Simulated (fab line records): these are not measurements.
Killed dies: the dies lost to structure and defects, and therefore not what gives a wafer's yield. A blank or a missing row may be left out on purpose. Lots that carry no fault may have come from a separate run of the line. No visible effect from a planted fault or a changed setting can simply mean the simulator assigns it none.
Struck lot and sound lot, side by side | flow rit_cmos | 44 out of 202 route steps
Sound: the wafers L735.1, L735.4, L735.6. The struck wafers were L743.2, L743.3, L743.6. The cause comes at the end.
Per side, at each step with rows, come the tool, then ch with its chambers, and then its first start. Under that, the readings that differ: sound wafers | struck wafers | difference of the means | sigmas: that difference in standard deviations of wafers without a fault.
alike: readings whose means differ by less than 2 such deviations, and words and numbers that are the same on both sides. not compared: withheld readings, readings that some wafer has no value for, bounds like >300 that may hide the same value, and numbers for which the record gives no deviation and whose values overlap.
A row with sigmas, a row that says differs or no value, or rows on one side alone: a step with any of these is where the two part. Non-overlapping numbers with no deviation appear without sigmas and do not part them. A reading missing from all wafers of one side parts the sides only when that side holds two or more wafers.

first, 2 steps without rows for these wafers: RIT_NRETRO_HARDBAKE_07 (time 120 s); RIT_NRETRO_IMPLANT_08.
RIT_NRETRO_STRIP_09: strips in O2, time 180 s.
  sound on plasma_asher-02 ch 0,1, day 2 11:59; struck on plasma_asher-03 ch 0,1, day 4 04:11
  alike: drypump_motor_current_A
  not compared: rf_hours_counter_h
RIT_NRETRO_TW_MEAS_10:
  sound on film_metro-01, day 2 12:10; struck on film_metro-01, day 4 04:22
  alike: NRETRO_TW
then, 6 steps without rows for these wafers: RIT_PRETRO_HMDS_00 (prime time 60 s); RIT_PRETRO_COAT_01 (resist thk 1300 nm); RIT_PRETRO_SOFTBAKE_02 (time 60 s); RIT_PRETRO_EXPOSE_03 (exposes mask M5, target cd 43700 nm); RIT_PRETRO_PEB_04; RIT_PRETRO_DEVELOP_05 (develop time 68 s).
RIT_PRETRO_OVL_MEAS_06:
  sound on overlay-01, day 2 13:06; struck on overlay-02, day 4 05:31
  alike: PRETRO_OVL
then, 1 step without rows for these wafers: RIT_PRETRO_HARDBAKE_07 (time 120 s).
RIT_PRETRO_IMPLANT_08:
  sound on implanter-01 ch 0, day 2 13:23; struck on implanter-01 ch 0, day 4 05:49
  reading                   | sound             | struck            | difference | sigmas
  implant_ion_amu           | 11 11 11          | 49 49 49          | +38        |
  model.implant.rp_nm (nm)  | 144.6 144.6 144.6 | 34.52 34.52 34.52 | -110.08    |
  model.implant.drp_nm (nm) | 55.07 55.07 55.07 | 17.23 17.23 17.23 | -37.84     |
  alike: beam_energy_keV, end_station_pressure_torr
RIT_PRETRO_STRIP_09: strips in O2, time 180 s.
  sound on plasma_asher-01 ch 0,1, day 2 13:32; struck on plasma_asher-04 ch 0,1, day 4 05:56
  alike: drypump_motor_current_A
  not compared: rf_hours_counter_h
RIT_PRETRO_TW_MEAS_10:
  sound on film_metro-02, day 2 13:43; struck on film_metro-04, day 4 06:08
  reading   | sound             | struck            | difference | sigmas
  PRETRO_TW | 473.3 470.3 472.1 | 787.7 788.1 787.1 | +315.7     | +99 or more
then, 5 steps without rows for these wafers: RIT_GATE_WET_ETCH_00 (etches SiO2 in BOE, target depth 56 nm, time 60 s); RIT_GATE_CLEAN_01 (cleans in SC1, time 600 s); RIT_GATE_CLEAN_02 (cleans in dHF, time 30 s); RIT_GATE_CLEAN_03 (cleans in SC2, time 600 s); RIT_GATE_CLEAN_04 (cleans in dHF, time 60 s).
RIT_FOX2_THK_MEAS_91:
  sound on film_metro-03, day 2 14:13; struck on film_metro-01, day 4 06:37
  alike: FIELD_OXIDE_LEFT_2_THK
then, 2 steps without rows for these wafers: RIT_GATE_OXIDATION_05 (target thk 3 nm, ox time 270 s); RIT_GATE_ANNEAL_06 (time 600 s).
RIT_GATE_THK_MEAS_07:
  sound on film_metro-02, day 2 16:01; struck on film_metro-02, day 4 08:00
  alike: GATE_OXIDE_THK
then, 1 step without rows for these wafers: RIT_GATE_CVD_08 (deposits poly-Si from SiH4, target thk 250 nm, time 2220 s).
RIT_GATE_THK_MEAS_09:
  sound on film_metro-02, day 2 17:42; struck on film_metro-03, day 4 09:41
  alike: GATE_POLY_THK
then, 6 steps without rows for these wafers: RIT_GATE_HMDS_10 (prime time 60 s); RIT_GATE_COAT_11 (resist thk 850 nm); RIT_GATE_SOFTBAKE_12 (time 60 s); RIT_GATE_EXPOSE_13 (exposes mask M6, target cd 150 nm); RIT_GATE_PEB_14; RIT_GATE_DEVELOP_15 (develop time 50 s).
RIT_GATE_CD_MEAS_16: the cd target is 150 nm.
  sound on cd_sem-01, day 2 18:38; struck on cd_sem-01, day 4 10:46
  alike: cd_nm
RIT_GATE_OVL_MEAS_17:
  sound on overlay-01, day 2 18:45; struck on overlay-01, day 4 10:52
  alike: GATE_OVL
then, 1 step without rows for these wafers: RIT_GATE_HARDBAKE_18 (time 60 s).
RIT_GATE_ETCH_19: etches poly-Si in SF6/CHF3/O2, stops on SiO2, time 165 s, target depth 312.5 nm.
  sound on rie_si-02 ch 0,2, day 2 18:56; struck on rie_si-02 ch 1,3, day 4 11:03
  alike: O2_flow_sccm, drypump_motor_current_A, oes_product_au, throttle_valve_pct
  not compared: rf_hours_counter_h
RIT_GATE_STRIP_20: strips in O2, time 180 s.
  sound on plasma_asher-02 ch 0,1, day 2 19:02; struck on plasma_asher-03 ch 1, day 4 11:10
  reading                     | sound       | struck      | difference | sigmas
  drypump_motor_current_A (A) | 6.1 5.5 6.1 | 5.1 5.1 5.1 | -0.8       | -2
  not compared: rf_hours_counter_h
RIT_GATE_CD_MEAS_90: the cd target is 150 nm.
  sound on cd_sem-01, day 2 19:13; struck on cd_sem-02, day 4 11:21
  alike: cd_nm
then, 4 steps without rows for these wafers: RIT_REOX_CLEAN_00 (cleans in SC1, time 600 s); RIT_REOX_CLEAN_01 (cleans in dHF, time 30 s); RIT_REOX_CLEAN_02 (cleans in SC2, time 600 s); RIT_REOX_OXIDATION_03 (target thk 25.2 nm, ox time 5580 s).
RIT_M1_METAL_ETCH_12: etches Al in Cl2/BCl3, stops on SiO2, time 165 s, target depth 600 nm.
  sound on rie_metal-01 ch 0,1, day 3 13:05; struck on rie_metal-02 ch 0,1, day 5 04:26
  alike: drypump_motor_current_A, oes_product_au, throttle_valve_pct
  not compared: rf_hours_counter_h, model.M1.cd_nm
RIT_M1_PROBE_99:
  sound on prober-01, day 3 15:40; struck on prober-01, day 5 07:26
  alike: killed_at_front_end, killed_dies, killed_open, killed_short

## WHERE THEY PART
At RIT_PRETRO_TW_MEAS_10 first; at RIT_GATE_STRIP_20 last (within this record only). Later steps at which nothing parts them and some readings are alike: RIT_GATE_CD_MEAS_90, RIT_M1_METAL_ETCH_12, RIT_M1_PROBE_99.

WHY: whatever the simulator had introduced
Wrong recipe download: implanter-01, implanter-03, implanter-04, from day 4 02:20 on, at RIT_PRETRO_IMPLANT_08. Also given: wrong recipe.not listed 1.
